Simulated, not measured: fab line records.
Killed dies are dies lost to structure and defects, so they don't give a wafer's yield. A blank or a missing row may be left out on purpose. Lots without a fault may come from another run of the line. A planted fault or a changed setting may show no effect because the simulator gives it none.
Struck lot and sound lot, side by side -- flow rit cmos -- 44 out of 202 route steps
Sound: these wafers, L480.2, L480.4, L480.6. Struck: wafers L486.1, L486.5, L486.6. At the end, the cause is stated.
For every step that has rows: the tool of each side, followed by ch and its chambers, followed by its first start. Under that, the readings that differ: sound wafers -- struck wafers -- difference of the means -- sigmas: that difference in standard deviations of wafers without a fault.
alike: readings with means less than 2 such deviations apart, plus words and numbers identical on both sides. not compared: withheld readings, readings lacking a value on some wafer, bounds such as >300 that could conceal the same value, and numbers that have no deviation in the record and whose values overlap.
A row with sigmas, a row that says differs or no value, or rows on one side alone: a step with any of these is where the two part. Non-overlapping numbers with no deviation appear without sigmas and do not part them. A reading that every wafer of one side lacks parts them only if that side has two wafers or more.

first, 2 steps without rows for these wafers: RIT_NLDD_HARDBAKE_07 (time 60 s); RIT_NLDD_IMPLANT_08.
RIT_NLDD_STRIP_09: strips in O2, time 180 s.
  sound on plasma asher-03 ch 0,1, day 3 12:49; struck on plasma asher-03 ch 0,1, day 4 17:10
  alike: drypump motor current A
  not compared: rf hours counter h
RIT_NLDD_TW_MEAS_10:
  sound on film metro-02, day 3 13:00; struck on film metro-01, day 4 17:21
reading,sound,struck,difference,sigmas
NLDD_TW,2453 2440 2449,2496 2497 2514,+55,+2
then, 6 steps without rows for these wafers: RIT_PLDD_HMDS_00 (prime time 60 s); RIT_PLDD_COAT_01 (resist thk 1000 nm); RIT_PLDD_SOFTBAKE_02 (time 60 s); RIT_PLDD_EXPOSE_03 (exposes mask M8, target cd 40900 nm); RIT_PLDD_PEB_04; RIT_PLDD_DEVELOP_05 (develop time 50 s).
RIT_PLDD_OVL_MEAS_06:
  sound on overlay-01, day 3 14:06; struck on overlay-02, day 4 18:23
  alike: PLDD_OVL
then, 1 step without rows for these wafers: RIT_PLDD_HARDBAKE_07 (time 60 s).
RIT_PLDD_IMPLANT_08:
  sound on implanter-01 ch 0, day 3 14:18; struck on implanter-01 ch 0, day 4 18:44
reading,sound,struck,difference,sigmas
dose ions cm2,8.997e+14 8.997e+14 8.999e+14,1.785e+14 1.797e+14 1.783e+14,-7.209e+14,-99 or more
end station pressure torr (Torr),7.6e-06 7.1e-06 6.5e-06,5.7e-06 5.6e-06 5.6e-06,-1.4e-06,-4
faraday current uA,2767 2828 2820,571 566 565,-2238,-38
  alike: beam energy keV
RIT_PLDD_STRIP_09: strips in O2, time 180 s.
  sound on plasma asher-03 ch 0,1, day 3 14:26; struck on plasma asher-03 ch 0,1, day 4 18:53
  alike: drypump motor current A
  not compared: rf hours counter h
RIT_PLDD_TW_MEAS_10:
  sound on film metro-02, day 3 14:37; struck on film metro-04, day 4 19:04
reading,sound,struck,difference,sigmas
PLDD_TW,2298 2304 2300,1468 1466 1470,-833,-38
then, 4 steps without rows for these wafers: RIT_SPACER_CLEAN_00 (cleans in SC1, time 600 s); RIT_SPACER_CLEAN_01 (cleans in dHF, time 30 s); RIT_SPACER_CLEAN_02 (cleans in SC2, time 600 s); RIT_SPACER_CVD_03 (deposits Si3N4 from SiH2Cl2/NH3, target thk 250 nm, time 3300 s).
RIT_SPACER_THK_MEAS_04:
  sound on film metro-03, day 3 16:57; struck on film metro-03, day 4 21:26
  alike: SPACER_NITRIDE_THK
RIT_SPACER_ETCHBACK_05: etches Si3N4 in SF6/CHF3, stops on SiO2, target depth 250 nm, time 240 s.
  sound on rie diel-01 ch 0,2,3, day 3 17:00; struck on rie diel-02 ch 0,2,3, day 4 21:30
  alike: drypump motor current A, oes product au, throttle valve pct
  not compared: rf hours counter h
then, 6 steps without rows for these wafers: RIT_NSD_HMDS_00 (prime time 60 s); RIT_NSD_COAT_01 (resist thk 1000 nm); RIT_NSD_SOFTBAKE_02 (time 60 s); RIT_NSD_EXPOSE_03 (exposes mask M9, target cd 40700 nm); RIT_NSD_PEB_04; RIT_NSD_DEVELOP_05 (develop time 50 s).
RIT_NSD_OVL_MEAS_06:
  sound on overlay-01, day 3 18:02; struck on overlay-02, day 4 22:38
  alike: NSD_OVL
then, 2 steps without rows for these wafers: RIT_NSD_HARDBAKE_07 (time 60 s); RIT_NSD_IMPLANT_08.
RIT_NSD_STRIP_09: strips in O2, time 180 s.
  sound on plasma asher-02 ch 1, day 3 18:22; struck on plasma asher-04 ch 0,1, day 4 23:05
reading,sound,struck,difference,sigmas
drypump motor current A (A),4.9 4.9 4.8,6.1 6.3 6.0,+1.3,+2
  not compared: rf hours counter h
RIT_NSD_TW_MEAS_10:
  sound on film metro-04, day 3 18:34; struck on film metro-02, day 4 23:16
  alike: NSD_TW
then, 6 steps without rows for these wafers: RIT_PSD_HMDS_00 (prime time 60 s); RIT_PSD_COAT_01 (resist thk 1000 nm); RIT_PSD_SOFTBAKE_02 (time 60 s); RIT_PSD_EXPOSE_03 (exposes mask M10, target cd 40900 nm); RIT_PSD_PEB_04; RIT_PSD_DEVELOP_05 (develop time 50 s).
RIT_PSD_OVL_MEAS_06:
  sound on overlay-02, day 3 19:42; struck on overlay-02, day 5 00:23
  alike: PSD_OVL
then, 2 steps without rows for these wafers: RIT_PSD_HARDBAKE_07 (time 60 s); RIT_PSD_IMPLANT_08.
RIT_PSD_STRIP_09: strips in O2, time 180 s.
  sound on plasma asher-04 ch 0,1, day 3 20:02; struck on plasma asher-04 ch 0,1, day 5 00:43
  alike: drypump motor current A
  not compared: rf hours counter h
RIT_SDANNEAL_RS_MEAS_06: the measuring method here is four-point-probe.
  sound on film metro-01, day 3 20:57; struck on film metro-04, day 5 01:37
reading,sound,struck,difference,sigmas
PLDD_RS (ohm/sq),179.0 179.3 179.4,604.0 613.4 604.1,+427.9,+99 or more
next, for these wafers, 1 step has no rows: RIT_M1_PROBE_99.

WHERE THEY PART
First at RIT_NLDD_TW_MEAS_10; last, within this record, at RIT_SDANNEAL_RS_MEAS_06.

WHY: what the simulator had put in
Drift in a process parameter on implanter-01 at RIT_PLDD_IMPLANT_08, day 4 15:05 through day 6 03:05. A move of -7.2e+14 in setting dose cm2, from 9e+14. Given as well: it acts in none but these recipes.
